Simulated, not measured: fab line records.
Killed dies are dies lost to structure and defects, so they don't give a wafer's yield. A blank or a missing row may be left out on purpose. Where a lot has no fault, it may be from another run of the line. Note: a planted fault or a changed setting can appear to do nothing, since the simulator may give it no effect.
The tool behind it: which one? | flow rit_cmos | Sampling: 14 lots, 42 wafers, 2 of 202 route steps

WHAT THE GAUGES SHOWED, per wafer
RIT_PRETRO_TW_MEAS_10.
lot  | measured    | on            | PRETRO_TW
L261 | day 2 12:02 | film_metro-02 | 480.3 483.5 483.0
L262 | day 2 18:44 | film_metro-04 | 481.0 482.7 484.5
L263 | day 2 21:17 | film_metro-04 | 482.4 482.6 483.3
L264 | day 3 00:43 | film_metro-02 | 483.7 484.7 482.7
L266 | day 3 13:49 | film_metro-03 | 483.8 486.2 484.4
L269 | day 4 08:25 | film_metro-02 | 478.8 481.5 478.4
L271 | day 4 15:38 | film_metro-03 | 487.7 486.7 483.6
L272 | day 4 20:18 | film_metro-03 | 486.0 485.4 487.0
L273 | day 4 21:30 | film_metro-03 | 487.0 488.7 484.6
L274 | day 5 02:56 | film_metro-04 | 480.5 482.3 478.6
L279 | day 6 07:24 | film_metro-04 | 449.6 448.8 449.8
L280 | day 6 11:36 | film_metro-03 | 445.1 443.0 447.0
L282 | day 7 03:38 | film_metro-04 | 480.7 482.8 482.6
L284 | day 7 17:28 | film_metro-04 | 481.4 483.6 480.7

WHAT TOOL EACH LOT RAN ON (gives the tool, then ch and the chambers of the sampled wafers, and finally the start)
lot  | RIT_PRETRO_IMPLANT_08
L261 | implanter-02 ch 0, day 2 11:44
L262 | implanter-02 ch 0, day 2 18:25
L263 | implanter-03 ch 0, day 2 20:59
L264 | implanter-02 ch 0, day 3 00:24
L266 | implanter-03 ch 0, day 3 13:29
L269 | implanter-02 ch 0, day 4 08:05
L271 | implanter-01 ch 0, day 4 15:19
L272 | implanter-02 ch 0, day 4 19:59
L273 | implanter-01 ch 0, day 4 21:12
L274 | implanter-01 ch 0, day 5 02:37
L279 | implanter-02 ch 0, day 6 07:05
L280 | implanter-02 ch 0, day 6 11:17
L282 | implanter-01 ch 0, day 7 03:21
L284 | implanter-03 ch 0, day 7 17:10
- RIT_PRETRO_IMPLANT_08

AS READ BY THE TOOLS THEMSELVES (means over the sampled wafers that have a number; for cases with no such wafer, the mark the record gives instead)
RIT_PRETRO_IMPLANT_08.
lot  | tool         | beam_energy_keV | end_station_pressure_torr (Torr)
L261 | implanter-02 | 45.017          | 4.85e-06
L262 | implanter-02 | 45.006          | 4.99e-06
L263 | implanter-03 | 44.999          | 5.19e-06
L264 | implanter-02 | 45.002          | 5.00e-06
L266 | implanter-03 | 45.025          | 5.12e-06
L269 | implanter-02 | 44.995          | 5.13e-06
L271 | implanter-01 | 45.006          | 5.11e-06
L272 | implanter-02 | 44.999          | 5.17e-06
L273 | implanter-01 | 45.010          | 5.11e-06
L274 | implanter-01 | 44.998          | 5.23e-06
L279 | implanter-02 | 29.256          | 5.23e-06
L280 | implanter-02 | 29.259          | 5.14e-06
L282 | implanter-01 | 44.999          | 5.27e-06
L284 | implanter-03 | 45.005          | 5.06e-06

THE ANSWER, worked out from the rows above alone
Rule: what is usual is taken from the lots themselves. Put in order of their means at a reading, lots are off if they are a third of the lots or fewer, leave a main group of 4 or more, and stand apart from it by a gap of 3 or more times the standard deviation of the main group's means; of several such gaps the widest counts. If all means in a main group match to the digits the tables above print for the reading, that group is not used. Also off: a lot with no number at a reading for which 4 or more lots have one. All remaining lots with rows at the step are treated as sound. Order of review: gauges by route order, followed by the tools' own readings, for which a lot's mean as printed above is used. At the first step where some lot is off, the reading lying furthest off is the one used; lots without a number count as furthest.
Off: L279, L280, at RIT_PRETRO_TW_MEAS_10 (PRETRO_TW). The main group has a mean of 483.3 with a standard deviation of 2.2.
If a tool, at a process step before that reading, ran all the lots that are off and no sound lot after the first of them, it fits. The gauges at RIT_PRETRO_TW_MEAS_10 aren't tried: what is off there is off at RIT_PRETRO_IMPLANT_08 too, on other tools, and a gauge's error can't cause that. One fits: RIT_PRETRO_IMPLANT_08 on implanter-02. Its last sound lot is L272 (day 4 19:59), its first lot that is off L279 (day 6 07:05): a fault that began between those two fits.
On the lots that are off, the tool's own readings at RIT_PRETRO_IMPLANT_08 differ by more than 5 times the standard deviation of the sound lots' means, which bears it out; beam_energy_keV reads 29.258 there versus 45.005 on the sound lots.

WHAT THE SIMULATOR PUT IN
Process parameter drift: implanter-02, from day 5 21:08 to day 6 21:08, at RIT_PRETRO_IMPLANT_08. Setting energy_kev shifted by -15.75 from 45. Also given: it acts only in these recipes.
Struck lots among those shown: L279, L280. This agrees with what the rule above found.
